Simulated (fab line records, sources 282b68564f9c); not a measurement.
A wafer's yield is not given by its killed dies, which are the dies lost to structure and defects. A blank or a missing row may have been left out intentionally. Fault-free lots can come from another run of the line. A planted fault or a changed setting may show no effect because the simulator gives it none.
fab line records ; flow rit_cmos
record lots=14; wafers=42; last_day=7
route steps=202 shown SPACER@128
lots that met no fault: taken from a fault-free run of the same line
start_h: hours from the record's first day to the start of the lot's first wafer shown ; wait_h: hours elapsed since this lot's preceding step ; " repeats the value in the row above ; L1.1+2: a row that stands for several wafers ; - no value, or no start was given ; * or withheld: withheld ; < > ~ a bound
route shown NAME@n: names a module that has steps shown in the file, with the first one's number in the route ; usual: mean and standard deviation over wafers with no fault ; same: alike in all rows ; chamber/n: place in a boat ; sites: each site's reading ; _std_site: the values' standard deviation ; _edge_site: the outer-site mean with the inner-site mean subtracted ; radius_mm: how far each site lies from the wafer's centre ; mask NAME#n: copy n ; behind: tool/chamber where the wafer was last shaped ; hold: the reason the lot was held/the length of the hold in hours/how it ended ; device: whichever transistor did not switch (one of n, p or np) ; end of line: the route-end tests of the same wafers ; for a step that has no rows: nothing shown but its recipe ; killed: dies that structure and defects cost at the first sort, which is not the same as the wafer's yield ; map: dies across one wafer; x = killed, . = not, _ = none there
set.NAME: the run value of the setting; set.NAME@STEP: its run value at that earlier step ; model.NAME: the simulator's own value behind a step, which no gauge read
the route's steps for a sample of lots (tables are steps, rows are wafers)
services: from which hour (start_h, from the record's first day; less than 0 if before it) a tool's chamber was out of use, for how many hours, and why
## steps
# step RIT_SPACER_CVD_03
# recipe material=Si3N4; target_thk_nm=250; temp_c=810; precursor=SiH2Cl2/NH3; time_s=3300; pressure_mtorr=300; sih2cl2_flow_sccm=60; nh3_flow_sccm=150
# usual sih2cl2_flow_sccm=59.98/0.14
lot.wafer;tool;chamber;start_h;wait_h;sih2cl2_flow_sccm
L793.3;lpcvd-02;0;46.25;0.0;59.74
L793.5;lpcvd-02;0;46.25;0.0;60.05
L793.6;lpcvd-02;0;46.25;0.0;59.77
L794.1;lpcvd-02;1;50.55;0.0;60.04
L794.2;lpcvd-02;1;50.55;0.0;59.87
L794.6;lpcvd-02;1;50.55;0.0;59.85
L795.4;lpcvd-01;1;64.06;0.0;60.02
L795.5;lpcvd-01;1;64.06;0.0;59.88
L795.6;lpcvd-01;1;64.06;0.0;59.95
L796.4;lpcvd-02;1;64.46;0.0;59.90
L796.5;lpcvd-02;1;64.46;0.0;60.06
L796.6;lpcvd-02;1;64.46;0.0;59.87
L797.1;lpcvd-02;0;67.64;0.0;59.99
L797.2;lpcvd-02;0;67.64;0.0;59.85
L797.6;lpcvd-02;0;67.64;0.0;59.79
L798.2;lpcvd-01;1;74.64;0.0;59.84
L798.4;lpcvd-01;1;74.64;0.0;60.06
L798.5;lpcvd-01;1;74.64;0.0;59.87
L799.1;lpcvd-02;1;82.57;0.0;60.23
L799.5;lpcvd-02;1;82.57;0.0;60.16
L799.6;lpcvd-02;1;82.57;0.0;59.97
L800.2;lpcvd-01;1;85.57;0.0;60.07
L800.3;lpcvd-01;1;85.57;0.0;60.08
L800.6;lpcvd-01;1;85.57;0.0;59.86
L801.2;lpcvd-02;1;86.28;0.0;60.12
L801.5;lpcvd-02;1;86.28;0.0;60.06
L801.6;lpcvd-02;1;86.28;0.0;59.90
L806.1;lpcvd-01;1;115.80;0.0;47.74
L806.5;lpcvd-01;1;115.80;0.0;47.85
L806.6;lpcvd-01;1;115.80;0.0;47.85
L808.4;lpcvd-01;1;124.13;0.0;47.99
L808.5;lpcvd-01;1;124.13;0.0;47.99
L808.6;lpcvd-01;1;124.13;0.0;48.01
L809.1;lpcvd-02;0;129.09;1.1;60.06
L809.3;lpcvd-02;0;129.09;1.1;60.08
L809.4;lpcvd-02;0;129.09;1.1;60.03
L812.1;lpcvd-02;1;144.81;0.0;60.03
L812.2;lpcvd-02;1;144.81;0.0;60.19
L812.6;lpcvd-02;1;144.81;0.0;59.86
L814.1;lpcvd-02;0;152.77;0.0;59.93
L814.2;lpcvd-02;0;152.77;0.0;60.08
L814.3;lpcvd-02;0;152.77;0.0;59.93
# step RIT_SPACER_THK_MEAS_04
# recipe reads=Si3N4_of_SPACER_CVD_03
# usual SPACER_NITRIDE_THK=251.5/2.1
lot.wafer;tool;chamber;start_h;wait_h;SPACER_NITRIDE_THK[nm]
L793.3;film_metro-02;-;48.19;0.0;249.5
L793.5;film_metro-02;-;48.19;0.0;249.5
L793.6;film_metro-02;-;48.19;0.0;247.2
L794.1;film_metro-02;-;52.47;0.0;250.3
L794.2;film_metro-02;-;52.47;0.0;249.5
L794.6;film_metro-02;-;52.47;0.0;248.1
L795.4;film_metro-02;-;66.00;0.0;253.4
L795.5;film_metro-02;-;66.00;0.0;251.4
L795.6;film_metro-02;-;66.00;0.0;251.9
L796.4;film_metro-03;-;66.41;0.0;250.3
L796.5;film_metro-03;-;66.41;0.0;252.0
L796.6;film_metro-03;-;66.41;0.0;249.6
L797.1;film_metro-03;-;69.55;0.0;250.1
L797.2;film_metro-03;-;69.55;0.0;251.2
L797.6;film_metro-03;-;69.55;0.0;250.5
L798.2;film_metro-02;-;76.57;0.0;251.5
L798.4;film_metro-02;-;76.57;0.0;252.0
L798.5;film_metro-02;-;76.57;0.0;248.7
L799.1;film_metro-02;-;84.49;0.0;251.3
L799.5;film_metro-02;-;84.49;0.0;251.4
L799.6;film_metro-02;-;84.49;0.0;250.7
L800.2;film_metro-03;-;87.50;0.0;250.9
L800.3;film_metro-03;-;87.50;0.0;252.5
L800.6;film_metro-03;-;87.50;0.0;254.3
L801.2;film_metro-03;-;88.21;0.0;249.4
L801.5;film_metro-03;-;88.21;0.0;247.5
L801.6;film_metro-03;-;88.21;0.0;251.8
L806.1;film_metro-03;-;117.72;0.0;240.4
L806.5;film_metro-03;-;117.72;0.0;240.8
L806.6;film_metro-03;-;117.72;0.0;241.7
L808.4;film_metro-02;-;126.08;0.0;235.4
L808.5;film_metro-02;-;126.08;0.0;236.6
L808.6;film_metro-02;-;126.08;0.0;237.4
L809.1;film_metro-02;-;131.00;0.0;253.7
L809.3;film_metro-02;-;131.00;0.0;253.3
L809.4;film_metro-02;-;131.00;0.0;252.9
L812.1;film_metro-02;-;146.73;0.0;253.8
L812.2;film_metro-02;-;146.73;0.0;251.5
L812.6;film_metro-02;-;146.73;0.0;255.5
L814.1;film_metro-02;-;154.69;0.0;252.7
L814.2;film_metro-02;-;154.69;0.0;250.9
L814.3;film_metro-02;-;154.69;0.0;252.2
## services
tool;chamber;start_h;hours;kind
lpcvd-01;-;100.24;1.7;repair
## key
first_sign step=RIT_SPACER_CVD_03; reading=sih2cl2_flow_sccm; direction=down; sigmas=85; usual=59.98; struck=47.90
effect step=RIT_SPACER_THK_MEAS_04; reading=SPACER_NITRIDE_THK; direction=down; sigmas=6; usual=251.5; struck=238.7
met_at RIT_SPACER_CVD_03
struck_lots L806,L808
struck_wafers L806.1,L806.5,L806.6,L808.4,L808.5,L808.6
tester_left_out L806,L808
onset_between 85.57 115.80
fault kind=process_parameter_drift; tool=lpcvd-01; chamber=1; onset_h=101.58; steps=RIT_SPACER_CVD_03; channel=sih2cl2_flow_sccm; offset=-12; shape=step; end_h=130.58; acts_in=these_recipes_only; stated=60
# tester_left_out: of these lots the tester's yield and bins aren't shown, on N5 and GAA mostly nor the transistor test; their killed dies are dies lost to structure and defects alone, not to doping, threshold or leakage, so they don't give the yield
